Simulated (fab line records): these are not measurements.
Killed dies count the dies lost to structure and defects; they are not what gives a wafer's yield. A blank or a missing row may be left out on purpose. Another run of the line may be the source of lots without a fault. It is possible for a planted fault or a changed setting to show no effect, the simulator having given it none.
The tool behind it: which one? :: flow rit-cmos :: 14 lots, 42 wafers sampled, at 2 steps of a route of 202

== WHAT EACH GAUGE READ, for each wafer ==
RIT_PWELL_TW_MEAS_10.
lot: L407
measured: day 1 22:33
on: film-metro-04
PWELL_TW: 953 960 953

lot: L408
measured: day 2 04:44
on: film-metro-01
PWELL_TW: 959 962 957

lot: L410
measured: day 2 13:46
on: film-metro-01
PWELL_TW: 957 964 958

lot: L411
measured: day 2 18:29
on: film-metro-03
PWELL_TW: 962 956 971

lot: L413
measured: day 3 04:57
on: film-metro-01
PWELL_TW: 962 963 962

lot: L414
measured: day 3 09:26
on: film-metro-01
PWELL_TW: 966 974 968

lot: L416
measured: day 3 19:53
on: film-metro-03
PWELL_TW: 968 965 966

lot: L417
measured: day 4 01:28
on: film-metro-04
PWELL_TW: 954 954 957

lot: L422
measured: day 5 02:13
on: film-metro-03
PWELL_TW: 2031 2028 2022

lot: L423
measured: day 5 08:08
on: film-metro-01
PWELL_TW: 2023 2021 2031

lot: L427
measured: day 6 02:39
on: film-metro-04
PWELL_TW: 964 961 958

lot: L428
measured: day 6 09:00
on: film-metro-04
PWELL_TW: 959 962 965

lot: L429
measured: day 6 13:53
on: film-metro-01
PWELL_TW: 969 968 968

lot: L430
measured: day 6 19:06
on: film-metro-04
PWELL_TW: 958 962 966

== TOOL THAT RAN EACH LOT (tool first, then ch and the chambers of the sampled wafers, then the start) ==
lot: L407
RIT_NWELL_COAT_01: litho-track-02 ch 0, day 1 19:25

lot: L408
RIT_NWELL_COAT_01: litho-track-02 ch 0, day 2 01:53

lot: L410
RIT_NWELL_COAT_01: litho-track-02 ch 0, day 2 10:41

lot: L411
RIT_NWELL_COAT_01: litho-track-03 ch 0, day 2 15:38

lot: L413
RIT_NWELL_COAT_01: litho-track-02 ch 0, day 3 01:56

lot: L414
RIT_NWELL_COAT_01: litho-track-02 ch 0, day 3 06:32

lot: L416
RIT_NWELL_COAT_01: litho-track-04 ch 0, day 3 16:58

lot: L417
RIT_NWELL_COAT_01: litho-track-02 ch 0, day 3 22:26

lot: L422
RIT_NWELL_COAT_01: litho-track-04 ch 0, day 4 23:06

lot: L423
RIT_NWELL_COAT_01: litho-track-04 ch 0, day 5 05:06

lot: L427
RIT_NWELL_COAT_01: litho-track-02 ch 0, day 5 23:29

lot: L428
RIT_NWELL_COAT_01: litho-track-03 ch 0, day 6 05:57

lot: L429
RIT_NWELL_COAT_01: litho-track-03 ch 0, day 6 10:52

lot: L430
RIT_NWELL_COAT_01: litho-track-03 ch 0, day 6 16:07
- RIT_NWELL_COAT_01: resist thk 1300 nm.

== AS READ BY THE TOOLS THEMSELVES (means over the sampled wafers that have a number; for cases with no such wafer, the mark the record gives instead) ==
RIT_NWELL_COAT_01.
lot: L407
tool: litho-track-02
chill-plate-temp-C (C): 22.97
exhaust-pa (Pa): 45.0

lot: L408
tool: litho-track-02
chill-plate-temp-C (C): 23.15
exhaust-pa (Pa): 45.1

lot: L410
tool: litho-track-02
chill-plate-temp-C (C): 23.11
exhaust-pa (Pa): 44.0

lot: L411
tool: litho-track-03
chill-plate-temp-C (C): 22.97
exhaust-pa (Pa): 46.1

lot: L413
tool: litho-track-02
chill-plate-temp-C (C): 22.91
exhaust-pa (Pa): 45.2

lot: L414
tool: litho-track-02
chill-plate-temp-C (C): 22.94
exhaust-pa (Pa): 44.8

lot: L416
tool: litho-track-04
chill-plate-temp-C (C): 23.01
exhaust-pa (Pa): 45.2

lot: L417
tool: litho-track-02
chill-plate-temp-C (C): 23.07
exhaust-pa (Pa): 44.0

lot: L422
tool: litho-track-04
chill-plate-temp-C (C): 23.13
exhaust-pa (Pa): 44.8

lot: L423
tool: litho-track-04
chill-plate-temp-C (C): 23.05
exhaust-pa (Pa): 44.8

lot: L427
tool: litho-track-02
chill-plate-temp-C (C): 23.09
exhaust-pa (Pa): 44.9

lot: L428
tool: litho-track-03
chill-plate-temp-C (C): 23.06
exhaust-pa (Pa): 45.0

lot: L429
tool: litho-track-03
chill-plate-temp-C (C): 23.07
exhaust-pa (Pa): 45.0

lot: L430
tool: litho-track-03
chill-plate-temp-C (C): 23.06
exhaust-pa (Pa): 45.2

== THE ANSWER, worked out from the rows above alone ==
Rule: the lots themselves supply what counts as usual. Put in order of their means at a reading, lots are off if they are a third of the lots or fewer, leave a main group of 4 or more, and stand apart from it by a gap of 3 or more times the standard deviation of the main group's means; of several such gaps the widest counts. Not used: any main group whose means are identical at the precision the tables above print for the reading. A lot without any number at a reading at which 4 lots or more have one is off too. All remaining lots with rows at the step are treated as sound. After the gauges, taken in route order, come the tools' own readings; for these a lot's mean is taken, as printed above. The first step at which some lot is off is used, and at that step the reading that is off furthest; a lot without a number counts as furthest.
Off: at RIT_PWELL_TW_MEAS_10 (PWELL_TW), L422, L423. The main group: mean 962, standard deviation 4.3.
If a tool, at a process step before that reading, ran all the lots that are off and no sound lot after the first of them, it fits. The gauges at RIT_PWELL_TW_MEAS_10 are tried like those tools. One fits: litho-track-04 at RIT_NWELL_COAT_01. A fault onset in the window from L416 (day 3 16:58, its last sound lot) to L422 (day 4 23:06, its first lot off) fits.

== WHAT THE SIMULATOR PUT IN ==
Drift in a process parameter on litho-track-04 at RIT_NWELL_COAT_01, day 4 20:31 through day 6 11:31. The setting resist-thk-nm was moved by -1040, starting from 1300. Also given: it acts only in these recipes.
Lots struck among those shown: L422, L423. The rule above found the same.
